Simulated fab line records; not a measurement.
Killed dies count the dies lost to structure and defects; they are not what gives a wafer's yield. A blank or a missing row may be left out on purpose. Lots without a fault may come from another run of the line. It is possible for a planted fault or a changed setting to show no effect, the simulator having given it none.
fab line records -- flow berkeley-cmos170
[record] lots = 11, wafers = 33, last-day = 11
route steps=331 shown PVT@121 GATE@141 NLDD@161
lots with no fault: from the same line, run without faults
start-h: the number of hours between the record's first day and the start of the first shown wafer of the lot -- wait-h: hours from the lot's prior step to this one -- " identical to the entry in the row above -- L1.1+2: one row covering several wafers at once -- - either no value or no given start -- * or withheld: withheld -- < > ~ a bound
route shown NAME@n: NAME is a module with steps in the file, n the number in the route of the first one -- usual: mean/standard deviation of fault-free wafers -- same: alike in all rows -- chamber/n: place in a boat -- sites: each site's reading -- _std_site: their standard deviation -- _edge_site: the outer-site mean with the inner-site mean subtracted -- radius-mm: for every site, how far away it sits from the centre of the wafer -- mask NAME#n: copy n -- behind: the most recent tool/chamber to have shaped the wafer -- hold: why the lot went on hold/how many hours it stayed there/how the hold came to an end -- device: names the non-switching transistor (n, p or np) -- end of line: tests run on the same wafers once the route is complete -- step lacking rows: just its recipe -- killed: at the first sort, the dies lost to defects and structure; wafer yield is something else -- map: a wafer's dies, x killed, . not, _ none there
set.NAME: the setting the step ran with; set.NAME@STEP: the setting that earlier step ran with -- model.NAME: the simulator's own value behind a step, which no gauge read
route steps across a sampled set of lots; one table per step, one row per wafer
services: the hour from which a tool's chamber was out of use, counted from the record's first day as start-h (under 0 if before that day), plus the number of hours and why
[[steps]]
[step UCB170_PVT_OVL_MEAS_06]
[usual] PVT_OVL = -1/4.5
lot.wafer,tool,chamber,start-h,wait-h,PVT_OVL[nm]
L907.1,overlay-01,-,126.08,-,-5
L907.2,overlay-01,-,126.08,-,6
L907.3,overlay-01,-,126.08,-,-3
L906.1,overlay-01,-,126.49,-,0
L906.2,overlay-01,-,126.49,-,4
L906.3,overlay-01,-,126.49,-,-2
L910.1,overlay-01,-,137.11,-,2
L910.2,overlay-01,-,137.11,-,-6
L910.4,overlay-01,-,137.11,-,-4
L913.3,overlay-02,-,147.31,-,5
L913.4,overlay-02,-,147.31,-,4
L913.5,overlay-02,-,147.31,-,0
L911.2,overlay-01,-,147.53,-,2
L911.5,overlay-01,-,147.53,-,-5
L911.6,overlay-01,-,147.53,-,0
L912.1,overlay-02,-,147.57,-,-4
L912.3,overlay-02,-,147.57,-,1
L912.6,overlay-02,-,147.57,-,0
L914.1,overlay-02,-,164.40,-,1
L914.4,overlay-02,-,164.40,-,1
L914.5,overlay-02,-,164.40,-,3
L915.1,overlay-01,-,173.19,-,-7
L915.2,overlay-01,-,173.19,-,-3
L915.6,overlay-01,-,173.19,-,1
L925.1,overlay-01,-,207.53,-,-5
L925.2,overlay-01,-,207.53,-,-2
L925.4,overlay-01,-,207.53,-,-5
L928.1,overlay-02,-,213.68,-,-4
L928.2,overlay-02,-,213.68,-,-2
L928.4,overlay-02,-,213.68,-,-8
L927.1,overlay-02,-,213.96,-,-5
L927.2,overlay-02,-,213.96,-,3
L927.4,overlay-02,-,213.96,-,-1
[step UCB170_GATE_ETCH_15]
[recipe] chemistry = HBr/Cl2, target = poly-Si, stop-on = SiO2, over-etch-frac = 0.3, icp-w = 300, bias-w = 150, time-s = 56.3, pressure-mtorr = 15, HBr_flow_sccm = 150, Cl2_flow_sccm = 50, target-depth-a = 2782
[usual] drypump-motor-current-A = 5.9/0.38, oes-product-au = 0.820/0.012, throttle-valve-pct = 26.43/0.18
[same] over-etch-frac = 0.3
lot.wafer,tool,chamber,start-h,wait-h,drypump-motor-current-A,oes-product-au,rf-hours-counter-h,throttle-valve-pct
L906.1,rie-si-02,0,138.06,-,5.5,0.817,117,26.38
L906.2,rie-si-02,3,138.06,-,6.1,0.823,46,26.53
L906.3,rie-si-02,2,138.06,-,6.3,0.827,1,26.31
L907.1,rie-si-01,2,138.34,-,6.3,0.831,1,26.63
L907.2,rie-si-01,1,138.34,-,5.8,0.822,11,26.54
L907.3,rie-si-01,3,138.34,-,5.9,0.826,83,26.65
L910.1,rie-si-01,3,148.24,-,5.8,0.821,83,26.65
L910.2,rie-si-01,2,148.24,-,6.3,0.839,1,26.64
L910.4,rie-si-01,2,148.24,-,6.4,0.825,-,26.61
L913.3,rie-si-01,3,158.43,-,5.9,0.834,83,26.64
L913.4,rie-si-01,1,158.43,-,5.7,0.823,11,26.54
L913.5,rie-si-01,3,158.43,-,5.9,0.830,-,26.66
L911.2,rie-si-02,1,158.71,-,5.2,0.816,9,26.35
L911.5,rie-si-02,3,158.71,-,6.1,0.808,-,26.54
L911.6,rie-si-02,1,158.71,-,5.2,0.816,-,26.35
L912.1,rie-si-01,1,158.93,-,5.8,0.811,12,26.55
L912.3,rie-si-01,0,158.93,-,5.8,0.788,93,26.07
L912.6,rie-si-01,1,158.93,-,5.8,0.814,-,26.54
L914.1,rie-si-02,2,175.72,-,6.3,0.827,1,26.30
L914.4,rie-si-02,1,175.72,-,5.2,0.818,9,26.36
L914.5,rie-si-02,0,175.72,-,5.5,0.800,-,26.36
L915.1,rie-si-01,0,184.20,-,5.8,0.798,93,26.05
L915.2,rie-si-01,1,184.20,-,5.7,0.824,12,26.54
L915.6,rie-si-01,0,184.20,-,5.8,0.795,-,26.07
L925.1,rie-si-01,2,217.62,-,6.4,0.840,2,26.60
L925.2,rie-si-01,1,217.62,-,5.7,0.824,12,26.54
L925.4,rie-si-01,0,217.62,-,5.8,0.800,94,26.08
L928.1,rie-si-01,2,225.56,-,6.4,0.829,2,26.61
L928.2,rie-si-01,3,225.56,-,5.9,0.828,84,26.66
L928.4,rie-si-01,1,225.56,-,5.7,0.824,12,26.55
L927.1,rie-si-01,1,225.96,-,5.8,0.820,12,26.54
L927.2,rie-si-01,0,225.96,-,5.8,0.805,94,26.08
L927.4,rie-si-01,2,225.96,-,6.4,0.838,2,26.62
[step UCB170_GATE_STRIP_16]
[recipe] chemistry = O2, power-w = 400, pressure-mtorr = 3500, platen-temp-c = withheld, o2-flow-sccm = 400, overash-fraction = 0.5
[usual] drypump-motor-current-A = 6.1/0.59, oes-product-au = 0.725/0.0045
[same] overash-fraction = 0.5
lot.wafer,tool,chamber,start-h,wait-h,drypump-motor-current-A,oes-product-au,rf-hours-counter-h
L906.1,plasma-asher-01,1,138.11,0.0,6.5,0.718,43
L906.2,plasma-asher-01,0,138.11,0.0,6.0,0.726,43
L906.3,plasma-asher-01,0,138.11,0.0,6.0,0.726,-
L907.1,plasma-asher-04,0,138.39,0.0,6.5,0.724,32
L907.2,plasma-asher-04,1,138.39,0.0,5.3,0.715,32
L907.3,plasma-asher-04,1,138.39,0.0,5.3,0.730,-
L910.1,plasma-asher-01,1,148.29,0.0,6.5,0.729,44
L910.2,plasma-asher-01,0,148.29,0.0,6.0,0.716,44
L910.4,plasma-asher-01,0,148.29,0.0,6.0,0.731,-
L913.3,plasma-asher-04,1,158.51,0.1,5.3,0.726,-
L913.4,plasma-asher-04,0,158.51,0.1,6.5,0.726,-
L913.5,plasma-asher-04,0,158.51,0.1,6.5,0.729,-
L911.2,plasma-asher-01,1,158.75,0.0,6.5,0.729,45
L911.5,plasma-asher-01,0,158.75,0.0,6.0,0.730,-
L911.6,plasma-asher-01,1,158.75,0.0,6.5,0.722,-
L912.1,plasma-asher-02,1,158.98,0.0,5.2,0.719,5
L912.3,plasma-asher-02,1,158.98,0.0,5.2,0.726,-
L912.6,plasma-asher-02,1,158.98,0.0,5.2,0.722,-
L914.1,plasma-asher-01,0,175.77,0.0,6.0,0.726,48
L914.4,plasma-asher-01,0,175.77,0.0,6.0,0.718,-
L914.5,plasma-asher-01,0,175.77,0.0,6.0,0.729,-
L915.1,plasma-asher-01,1,184.25,0.0,6.5,0.725,49
L915.2,plasma-asher-01,0,184.25,0.0,6.0,0.723,49
L915.6,plasma-asher-01,1,184.25,0.0,6.5,0.731,-
L925.1,plasma-asher-04,0,217.67,0.0,6.5,0.721,43
L925.2,plasma-asher-04,1,217.67,0.0,5.3,0.722,43
L925.4,plasma-asher-04,0,217.67,0.0,6.5,0.724,-
L928.1,plasma-asher-01,0,225.61,0.0,6.0,0.727,54
L928.2,plasma-asher-01,1,225.61,0.0,6.5,0.715,54
L928.4,plasma-asher-01,0,225.61,0.0,6.0,0.723,-
L927.1,plasma-asher-01,0,226.01,0.0,6.0,0.722,54
L927.2,plasma-asher-01,1,226.01,0.0,6.6,0.721,54
L927.4,plasma-asher-01,1,226.01,0.0,6.6,0.721,-
[step UCB170_NLDD_EXPOSE_03]
[recipe] mask-id = NSELECT, na = 0.5, sigma-outer = 0.6, source-shape = conventional, target-cd-nm = 1200, dose-mj = 30
[usual] reticle-temp-C = 22.98/0.11
lot.wafer,tool,chamber,start-h,wait-h,mask,reticle-temp-C
L906.1,krf-scanner-01,0,141.19,0.1,NSELECT#0,22.87
L906.2,krf-scanner-01,0,141.19,0.1,NSELECT#0,22.82
L906.3,krf-scanner-01,0,141.19,0.1,NSELECT#0,22.83
L907.1,krf-scanner-02,0,141.77,0.2,NSELECT#0,23.10
L907.2,krf-scanner-02,0,141.77,0.2,NSELECT#0,22.97
L907.3,krf-scanner-02,0,141.77,0.2,NSELECT#0,23.07
L910.1,krf-scanner-02,0,151.44,0.2,NSELECT#0,23.17
L910.2,krf-scanner-02,0,151.44,0.2,NSELECT#0,23.12
L910.4,krf-scanner-02,0,151.44,0.2,NSELECT#0,22.88
L913.3,krf-scanner-01,0,163.79,0.1,NSELECT#0,22.82
L913.4,krf-scanner-01,0,163.79,0.1,NSELECT#0,22.96
L913.5,krf-scanner-01,0,163.79,0.1,NSELECT#0,22.88
L912.1,krf-scanner-02,0,164.35,0.3,NSELECT#0,22.86
L912.3,krf-scanner-02,0,164.35,0.3,NSELECT#0,22.93
L912.6,krf-scanner-02,0,164.35,0.3,NSELECT#0,22.93
L911.2,krf-scanner-02,0,164.87,0.1,NSELECT#0,23.13
L911.5,krf-scanner-02,0,164.87,0.1,NSELECT#0,23.00
L911.6,krf-scanner-02,0,164.87,0.1,NSELECT#0,22.96
L914.1,krf-scanner-02,0,178.50,0.2,NSELECT#0,23.01
L914.4,krf-scanner-02,0,178.50,0.2,NSELECT#0,22.92
L914.5,krf-scanner-02,0,178.50,0.2,NSELECT#0,23.00
L915.1,krf-scanner-02,0,187.09,-,NSELECT#0,23.16
L915.2,krf-scanner-02,0,187.09,-,NSELECT#0,22.99
L915.6,krf-scanner-02,0,187.09,-,NSELECT#0,23.06
L925.1,krf-scanner-01,0,221.70,0.3,NSELECT#0,22.78
L925.2,krf-scanner-01,0,221.70,0.3,NSELECT#0,22.93
L925.4,krf-scanner-01,0,221.70,0.3,NSELECT#0,22.88
L928.1,krf-scanner-01,0,228.56,0.2,NSELECT#0,22.98
L928.2,krf-scanner-01,0,228.56,0.2,NSELECT#0,22.83
L928.4,krf-scanner-01,0,228.56,0.2,NSELECT#0,22.78
L927.1,krf-scanner-01,0,229.07,0.4,NSELECT#0,22.96
L927.2,krf-scanner-01,0,229.07,0.4,NSELECT#0,23.03
L927.4,krf-scanner-01,0,229.07,0.4,NSELECT#0,22.90
[step UCB170_NLDD_OVL_MEAS_07]
[usual] NLDD_OVL = -1/6.6
lot.wafer,tool,chamber,start-h,wait-h,NLDD_OVL[nm]
L906.1,overlay-01,-,142.04,0.1,7
L906.2,overlay-01,-,142.04,0.1,9
L906.3,overlay-01,-,142.04,0.1,14
L907.1,overlay-01,-,142.31,0.1,2
L907.2,overlay-01,-,142.31,0.1,-5
L907.3,overlay-01,-,142.31,0.1,-3
L910.1,overlay-01,-,152.19,0.1,-10
L910.2,overlay-01,-,152.19,0.1,-7
L910.4,overlay-01,-,152.19,0.1,-12
L913.3,overlay-02,-,164.90,0.1,-4
L913.4,overlay-02,-,164.90,0.1,-4
L913.5,overlay-02,-,164.90,0.1,1
L912.1,overlay-01,-,165.50,0.1,321
L912.3,overlay-01,-,165.50,0.1,328
L912.6,overlay-01,-,165.50,0.1,319
L911.2,overlay-02,-,165.62,0.1,318
L911.5,overlay-02,-,165.62,0.1,316
L911.6,overlay-02,-,165.62,0.1,319
L914.1,overlay-01,-,179.05,0.1,311
L914.4,overlay-01,-,179.05,0.1,320
L914.5,overlay-01,-,179.05,0.1,309
L915.1,overlay-01,-,188.58,0.1,316
L915.2,overlay-01,-,188.58,0.1,314
L915.6,overlay-01,-,188.58,0.1,313
L925.1,overlay-01,-,222.88,0.1,9
L925.2,overlay-01,-,222.88,0.1,4
L925.4,overlay-01,-,222.88,0.1,3
L928.1,overlay-02,-,229.10,0.1,8
L928.2,overlay-02,-,229.10,0.1,15
L928.4,overlay-02,-,229.10,0.1,8
L927.1,overlay-02,-,229.58,0.1,3
L927.2,overlay-02,-,229.58,0.1,0
L927.4,overlay-02,-,229.58,0.1,2
[[services]]
tool,chamber,start-h,hours,kind
rie-si-01,1,115.82,4.5,repair
plasma-asher-02,0,117.75,-,clean
plasma-asher-02,1,117.75,-,clean
krf-scanner-01,-,121.34,1.0,pm
plasma-asher-01,-,125.44,2.8,pm
rie-si-01,3,129.93,2.3,repair
krf-scanner-01,-,134.42,1.3,pm
rie-si-01,0,145.82,3.7,repair
rie-si-02,2,155.29,14.2,repair
rie-si-01,-,174.08,4.3,pm
plasma-asher-02,-,177.81,9.5,repair
krf-scanner-01,-,184.25,21.0,pm
rie-si-02,0,185.88,-,clean
rie-si-02,0,185.88,21.6,scheduled-down
rie-si-02,0,185.88,21.6,vent-cycle
rie-si-02,3,192.31,2.6,repair
krf-scanner-01,-,205.25,3.6,pm
krf-scanner-01,-,208.17,2.9,repair
rie-si-01,0,209.22,7.4,repair
rie-si-02,3,224.93,1.0,repair
[[key]]
[first-sign] step = UCB170_NLDD_OVL_MEAS_07, reading = NLDD_OVL, direction = up, sigmas = 48, usual = -1, struck = 317
effect none on later readings
met-at UCB170_NLDD_EXPOSE_03
struck-lots L911,L912,L914,L915
tester-left-out L911,L912,L914,L915
not-acting-at UCB170_PVT_OVL_MEAS_06,UCB170_GATE_ETCH_15,UCB170_GATE_STRIP_16
onset-between 151.44 164.35
[fault] kind = scanner-matching-overlay, tool = krf-scanner-02, chamber = -, onset-h = 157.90, steps = UCB170_NLDD_EXPOSE_03, offset = 320
// tester-left-out: of these lots the tester's yield and bins aren't shown, on N5 and GAA mostly nor the transistor test; their killed dies are dies lost to structure and defects alone, not to doping, threshold or leakage, so they don't give the yield
